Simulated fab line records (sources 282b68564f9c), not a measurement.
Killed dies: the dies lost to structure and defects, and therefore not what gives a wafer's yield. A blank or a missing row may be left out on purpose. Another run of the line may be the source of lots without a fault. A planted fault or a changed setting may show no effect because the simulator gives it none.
A lot that was struck, set against a sound lot ; flow ritCmos ; 43 steps out of a route of 202
Sound: wafers L933.1, L933.2, L933.3. The struck wafers were L953.1, L953.3, L953.6. The cause is given at the end.
Per side, at each step with rows, come the tool, then ch with its chambers, and then its first start. Under that, the readings that differ: sound wafers ; struck wafers ; difference of the means ; sigmas: that difference in standard deviations of wafers without a fault.
alike: readings with means less than 2 such deviations apart, plus words and numbers identical on both sides. not compared: withheld readings, readings lacking a value on some wafer, bounds such as >300 that could conceal the same value, and numbers that have no deviation in the record and whose values overlap.
Wherever a step has rows on one side only, a row that says differs or no value, or a row with sigmas, the two part there. When numbers do not overlap yet have no deviation, they are printed without sigmas and do not part them. A reading that every wafer of one side lacks parts them only if that side has two wafers or more.

first, 3 steps without rows for these wafers: RIT_GATE_EXPOSE_13 (exposes mask M6, target cd 150 nm); RIT_GATE_PEB_14; RIT_GATE_DEVELOP_15 (develop time 50 s).
RIT_GATE_CD_MEAS_16: target cd 150 nm.
  sound on cdSem-02 at day 2 13:32; struck on cdSem-01 at day 6 21:04
  alike: cdNm
RIT_GATE_OVL_MEAS_17:
  sound on overlay-01 at day 2 13:40; struck on overlay-01 at day 6 21:11
  alike: GATE_OVL
then, 1 step without rows for these wafers: RIT_GATE_HARDBAKE_18 (time 60 s).
RIT_GATE_ETCH_19: etches poly-Si in SF6/CHF3/O2, stops on SiO2, time 165 s, target depth 312.5 nm.
  sound on rieSi-02 ch 0,1,2, day 2 13:51; struck on rieSi-02 ch 0,1,2, day 6 21:22
  alike: drypumpMotorCurrentA, heBacksideLeakSccm, oesProductAu, rfFwdPowerW, throttleValvePct
  not compared: rfHoursCounterH
RIT_GATE_STRIP_20: strips in O2, time 180 s.
  sound on plasmaAsher-04 ch 0,1, day 2 13:58; struck on plasmaAsher-04 ch 0,1, day 6 21:29
  alike: drypumpMotorCurrentA
  not compared: rfHoursCounterH
RIT_GATE_CD_MEAS_90: target cd 150 nm.
  sound on cdSem-02 at day 2 14:08; struck on cdSem-02 at day 6 21:40
  alike: cdNm
then, 3 steps without rows for these wafers: RIT_REOX_CLEAN_00 (cleans in SC1, time 600 s); RIT_REOX_CLEAN_01 (cleans in dHF, time 30 s); RIT_REOX_CLEAN_02 (cleans in SC2, time 600 s).
RIT_REOX_OXIDATION_03: target thk 25.2 nm, ox time 5580 s.
  sound on furnace-04 ch 0, day 2 14:39; struck on furnace-03 ch 0, day 6 22:08
RIT_REOX_THK_MEAS_04:
  sound on filmMetro-02 at day 2 17:12; struck on filmMetro-02 at day 7 00:41
  alike: REOX_OXIDE_THK
then, 6 steps without rows for these wafers: RIT_NLDD_HMDS_00 (prime time 60 s); RIT_NLDD_COAT_01 (resist thk 1000 nm); RIT_NLDD_SOFTBAKE_02 (time 60 s); RIT_NLDD_EXPOSE_03 (exposes mask M7, target cd 40700 nm); RIT_NLDD_PEB_04; RIT_NLDD_DEVELOP_05 (develop time 50 s).
RIT_NLDD_OVL_MEAS_06:
  sound on overlay-01 at day 2 18:07; struck on overlay-01 at day 7 01:41
  alike: NLDD_OVL
then, 2 steps without rows for these wafers: RIT_NLDD_HARDBAKE_07 (time 60 s); RIT_NLDD_IMPLANT_08.
RIT_NLDD_STRIP_09: strips in O2, time 180 s.
  sound on plasmaAsher-04 ch 0,1, day 2 18:27; struck on plasmaAsher-04 ch 0,1, day 7 02:01
  alike: drypumpMotorCurrentA
  not compared: rfHoursCounterH
RIT_NLDD_TW_MEAS_10:
  sound on filmMetro-02 at day 2 18:37; struck on filmMetro-04 at day 7 02:12
  alike: NLDD_TW
then, 6 steps without rows for these wafers: RIT_PLDD_HMDS_00 (prime time 60 s); RIT_PLDD_COAT_01 (resist thk 1000 nm); RIT_PLDD_SOFTBAKE_02 (time 60 s); RIT_PLDD_EXPOSE_03 (exposes mask M8, target cd 40900 nm); RIT_PLDD_PEB_04; RIT_PLDD_DEVELOP_05 (develop time 50 s).
RIT_PLDD_OVL_MEAS_06:
  sound on overlay-01 at day 2 19:32; struck on overlay-01 at day 7 03:14
  alike: PLDD_OVL
then, 2 steps without rows for these wafers: RIT_PLDD_HARDBAKE_07 (time 60 s); RIT_PLDD_IMPLANT_08.
RIT_PLDD_STRIP_09: strips in O2, time 180 s.
  sound on plasmaAsher-04 ch 0,1, day 2 19:52; struck on plasmaAsher-04 ch 1, day 7 03:34
  alike: drypumpMotorCurrentA
  not compared: rfHoursCounterH
RIT_PLDD_TW_MEAS_10:
  sound on filmMetro-03 at day 2 20:02; struck on filmMetro-04 at day 7 03:44
  alike: PLDD_TW
then, 4 steps without rows for these wafers: RIT_SPACER_CLEAN_00 (cleans in SC1, time 600 s); RIT_SPACER_CLEAN_01 (cleans in dHF, time 30 s); RIT_SPACER_CLEAN_02 (cleans in SC2, time 600 s); RIT_SPACER_CVD_03 (deposits Si3N4 from SiH2Cl2/NH3, target thk 250 nm, time 3300 s).
RIT_SPACER_THK_MEAS_04:
  sound on filmMetro-03 at day 2 22:23; struck on filmMetro-01 at day 7 06:05
reading;sound;struck;difference;sigmas
SPACER_NITRIDE_THK (nm);247.8 248.9 247.6;254.3 254.5 254.0;+6.2;+3
RIT_SPACER_ETCHBACK_05: etches Si3N4 in SF6/CHF3, stops on SiO2, target depth 250 nm, time 240 s.
  sound on rieDiel-02 ch 1,2,3, day 2 22:27; struck on rieDiel-02 ch 1,2, day 7 06:09
  alike: drypumpMotorCurrentA, oesProductAu, rfFwdPowerW, throttleValvePct
  not compared: rfHoursCounterH
RIT_M1_PROBE_99:
  sound on prober-02 at day 3 09:44; struck on prober-01 at day 7 17:08
reading;sound;struck;difference;sigmas
killedAtFrontEnd;5 13 3;183 185 186;+178;+61
killedDies;5 13 3;183 185 186;+178;+61
killedOnRim;2 3 1;45 44 52;+45;+35
  alike: killedAtContacts, killedOpen, killedShort

WHERE THEY PART
Earliest at RIT_SPACER_THK_MEAS_04; latest, in this record, at RIT_M1_PROBE_99.

WHY: whatever the simulator had introduced
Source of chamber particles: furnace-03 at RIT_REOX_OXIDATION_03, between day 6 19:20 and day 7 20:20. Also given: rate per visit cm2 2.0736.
